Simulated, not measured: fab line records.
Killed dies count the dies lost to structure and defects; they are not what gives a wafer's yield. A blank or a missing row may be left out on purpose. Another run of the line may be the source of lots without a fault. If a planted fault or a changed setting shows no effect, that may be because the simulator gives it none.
The same fault as seen by 2 desks ; flow rit-cmos ; each desk has only its own numbers; what lay behind them comes last

AT THE TOOL OWNER'S DESK: litho-track-01
The tool's own readings at RIT_PSD_DEVELOP_05 (develop time 50 s): means of the sampled wafers that have a number, for each lot that ran on this tool. Marked OUT: a lot whose mean sits more than 4 standard deviations from the usual mean, which makes it out of limits; the brackets give that distance.
Columns: A = chill-plate-temp-C at RIT_PSD_DEVELOP_05, usual 23.00 C; B = developer-temp-C at RIT_PSD_DEVELOP_05, usual 23.01 C
lot;first seen here;A;B
L846;day 5 02:00;22.90;23.01
L847;day 5 04:00;23.11;23.12
L848;day 5 11:00;23.00;22.96
L851;day 5 22:00;23.05;23.10
This desk's finding: nothing out of limits on any of the 4 lots.

THE METROLOGY DESK
Means of the sampled wafers that have a number, per lot and without regard to the tool the lot ran on: this is what the gauges read. Marked OUT: a lot whose mean sits more than 4 standard deviations from the usual mean, which makes it out of limits; the brackets give that distance.
Columns: A = PSD_TW at RIT_PSD_TW_MEAS_10, usual 3403; B = SILICIDE_TI_THK at RIT_SILICIDE_THK_MEAS_03, usual 31.0 nm
lot;first seen here;A;B
L837;day 3 04:28;3354;31.3
L838;day 3 12:22;3373;30.7
L840;day 3 21:16;3412;30.8
L839;day 3 21:33;3428;30.6
L841;day 3 22:58;3439;31.6
L842;day 4 03:17;3434;30.7
L843;day 4 15:29;3432;31.1
L846;day 5 03:03;3407;31.2
L847;day 5 05:01;3343;31.5
L848;day 5 12:01;30 (-99 or more) OUT;31.3
L849;day 5 15:10;3416;30.9
L850;day 5 20:55;3409;31.4
L851;day 5 23:31;30 (-99 or more) OUT;30.7
L858;day 7 10:56;3385;30.8
Finding of this desk: L848, L851 out of limits, first seen on L848 at day 5 12:01 (PSD_TW at RIT_PSD_TW_MEAS_10). L837, L838, L840, L839, L841, L842, L843, L846, L847, L849, L850, L858: within limits.

PUT TOGETHER
Metrology desk: alarm possible at day 5 12:01 on L848, L851.
The desk of the tool owner found nothing out of limits.
On record at the tool owner's desk: L848, L851, within its limits.
All the named lots went through RIT_PSD_DEVELOP_05 on litho-track-01.

WHAT THE SIMULATOR HAD INSERTED
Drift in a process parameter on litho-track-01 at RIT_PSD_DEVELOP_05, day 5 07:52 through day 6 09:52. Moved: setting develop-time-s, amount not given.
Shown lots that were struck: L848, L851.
Time in hours between the start of the fault and the first out-of-limits reading at each desk: metrology desk, 4.
